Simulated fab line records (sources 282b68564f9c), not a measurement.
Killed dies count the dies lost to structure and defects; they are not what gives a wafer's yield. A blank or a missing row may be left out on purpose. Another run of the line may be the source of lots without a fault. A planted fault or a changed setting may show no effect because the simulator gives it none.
The tool behind it: which one? + flow rit-cmos + Sampling: 14 lots, 42 wafers, 2 of 202 route steps

WHAT THE GAUGES READ, wafer by wafer
RIT_PWELL_TW_MEAS_10. Usual: PWELL_TW typically reads 946, with standard deviation 5.5.
| lot  | measured    | on            | PWELL_TW    | flag |
|------|-------------|---------------|-------------|------|
| L850 | day 1 23:55 | film-metro-03 | 945 939 943 |      |
| L851 | day 2 03:29 | film-metro-03 | 943 949 939 |      |
| L852 | day 2 08:50 | film-metro-01 | 949 950 947 |      |
| L856 | day 3 04:26 | film-metro-01 | 30 30 30    | OFF  |
| L857 | day 3 09:22 | film-metro-02 | 30 30 30    | OFF  |
| L861 | day 4 09:38 | film-metro-03 | 937 937 938 |      |
| L862 | day 4 11:25 | film-metro-01 | 955 954 954 |      |
| L865 | day 5 04:04 | film-metro-03 | 945 944 948 |      |
| L866 | day 5 08:07 | film-metro-03 | 943 944 949 |      |
| L867 | day 5 12:52 | film-metro-02 | 946 940 938 |      |
| L868 | day 5 17:56 | film-metro-03 | 945 949 942 |      |
| L869 | day 5 23:17 | film-metro-01 | 951 951 951 |      |
| L870 | day 6 02:47 | film-metro-02 | 938 939 943 |      |
| L872 | day 6 13:36 | film-metro-03 | 937 939 934 |      |

EACH LOT AND THE TOOL THAT RAN IT (in order: tool; ch and the chambers of the sampled wafers; start)
| lot  | RIT_NWELL_STRIP_09                  |
|------|-------------------------------------|
| L850 | plasma-asher-02 ch 0,1, day 1 22:11 |
| L851 | plasma-asher-01 ch 0,1, day 2 01:44 |
| L852 | plasma-asher-01 ch 0,1, day 2 07:01 |
| L856 | plasma-asher-04 ch 0,1, day 3 02:37 |
| L857 | plasma-asher-04 ch 0, day 3 07:38   |
| L861 | plasma-asher-04 ch 0,1, day 4 07:47 |
| L862 | plasma-asher-02 ch 0,1, day 4 09:40 |
| L865 | plasma-asher-04 ch 0,1, day 5 02:13 |
| L866 | plasma-asher-02 ch 0,1, day 5 06:13 |
| L867 | plasma-asher-01 ch 0,1, day 5 11:04 |
| L868 | plasma-asher-04 ch 1, day 5 16:13   |
| L869 | plasma-asher-04 ch 0, day 5 21:26   |
| L870 | plasma-asher-04 ch 0,1, day 6 01:04 |
| L872 | plasma-asher-02 ch 0, day 6 11:44   |
- RIT_NWELL_STRIP_09: strips in O2, time 180 s.

AS READ BY THE TOOLS THEMSELVES (means over the sampled wafers that have a number; for cases with no such wafer, the mark the record gives instead)
RIT_NWELL_STRIP_09. Usual: chamber-pressure-mTorr 4000 mTorr, standard deviation 3.6; drypump-motor-current-A 5.6 A, standard deviation 0.61.
| lot  | tool            | chamber-pressure-mTorr (mTorr) | drypump-motor-current-A (A) | flag |
|------|-----------------|--------------------------------|-----------------------------|------|
| L850 | plasma-asher-02 | 4000                           | 6.2                         |      |
| L851 | plasma-asher-01 | 4002                           | 5.0                         |      |
| L852 | plasma-asher-01 | 4000                           | 5.2                         |      |
| L856 | plasma-asher-04 | -                              | -                           | OFF  |
| L857 | plasma-asher-04 | -                              | -                           | OFF  |
| L861 | plasma-asher-04 | 4000                           | 5.4                         |      |
| L862 | plasma-asher-02 | 4000                           | 6.3                         |      |
| L865 | plasma-asher-04 | 4003                           | 5.4                         |      |
| L866 | plasma-asher-02 | 4003                           | 6.4                         |      |
| L867 | plasma-asher-01 | 4000                           | 5.0                         |      |
| L868 | plasma-asher-04 | 4002                           | 5.0                         |      |
| L869 | plasma-asher-04 | 4000                           | 6.2                         |      |
| L870 | plasma-asher-04 | 3998                           | 5.8                         |      |
| L872 | plasma-asher-02 | 4002                           | 6.0                         |      |

THE ANSWER, worked out from the rows above alone
Rule: lot off if the mean of its wafers having a number is beyond 3 standard deviations from the usual mean. A lot without any number at a reading at which 4 lots or more have one is off too. The other lots that the step has rows for count as sound. The gauges are gone through in route order, then the tools' own readings, and for those a lot's mean is taken as printed above. The first step at which some lot is off is used, and at that step the reading that is off furthest; a lot without a number counts as furthest.
Off: at RIT_PWELL_TW_MEAS_10 (PWELL_TW), L856, L857.
If a tool, at a process step before that reading, ran all the lots that are off and no sound lot after the first of them, it fits. Not tried: the gauges at RIT_PWELL_TW_MEAS_10; whatever is off there is also off at RIT_NWELL_STRIP_09, on other tools, and gauge error can't account for it. None of those tried fits.

WHAT THE SIMULATOR HAD INSERTED
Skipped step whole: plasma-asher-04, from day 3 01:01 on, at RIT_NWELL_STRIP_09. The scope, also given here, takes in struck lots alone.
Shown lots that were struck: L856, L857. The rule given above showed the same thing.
